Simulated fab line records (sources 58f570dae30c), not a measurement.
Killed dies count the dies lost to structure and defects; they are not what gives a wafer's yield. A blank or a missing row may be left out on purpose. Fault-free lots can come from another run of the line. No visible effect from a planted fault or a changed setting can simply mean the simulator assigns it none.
Matching of chambers :: flow berkeleyCmos170 :: UCB170_V2_ETCH_14 on rieDiel-02: 4 sister chambers
The step etches SiO2 in CHF3/CF4/Ar, stops on Al, target depth 1250 nm, time 291 s. 4 wafers are shown with their chamber, then 7 later ones without.

== WAFERS, EACH WITH ITS CHAMBER ==
wafer: L286.3
chamber: 1
throttleValvePct (%): 6.70

wafer: L290.4
chamber: 0
throttleValvePct (%): 6.81

wafer: L291.2
chamber: 2
throttleValvePct (%): 6.84

wafer: L291.3
chamber: 3
throttleValvePct (%): 7.01

== WAFERS WHOSE CHAMBER IS MISSING ==
wafer: L291.6
throttleValvePct (%): 6.70

wafer: L293.2
throttleValvePct (%): 6.85

wafer: L293.3
throttleValvePct (%): 7.02

wafer: L293.4
throttleValvePct (%): 6.71

wafer: L296.1
throttleValvePct (%): 6.70

wafer: L296.2
throttleValvePct (%): 6.82

wafer: L296.4
throttleValvePct (%): 7.01

== THE CHAMBER EACH PASSED THROUGH ==
wafer: L291.6
from the rows above: 1
in truth: 1

wafer: L293.2
from the rows above: 2
in truth: 2

wafer: L293.3
from the rows above: 3
in truth: 3

wafer: L293.4
from the rows above: 1
in truth: 1

wafer: L296.1
from the rows above: 1
in truth: 1

wafer: L296.2
from the rows above: can't be placed: 0 or 2
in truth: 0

wafer: L296.4
from the rows above: 3
in truth: 3
Correctly placed: 6 of 7. Cannot be placed on the basis of these rows: 1; the candidates contain the true chamber in 1. Placed wrongly: 0.
How it was worked out, from the rows above alone: a wafer's distance from a chamber is the root of the sum, over the readings, of the square of ((its reading less the chamber's mean) divided by the reading's scatter). If the next closest chamber is less than 2 further off than the closest, the wafer can't be placed; otherwise it belongs to the closest. A chamber's mean is the mean of its shown wafers. The scatter: with one shown wafer a chamber, the root of the mean of the squares of how far each hidden wafer lies from its nearest shown one.
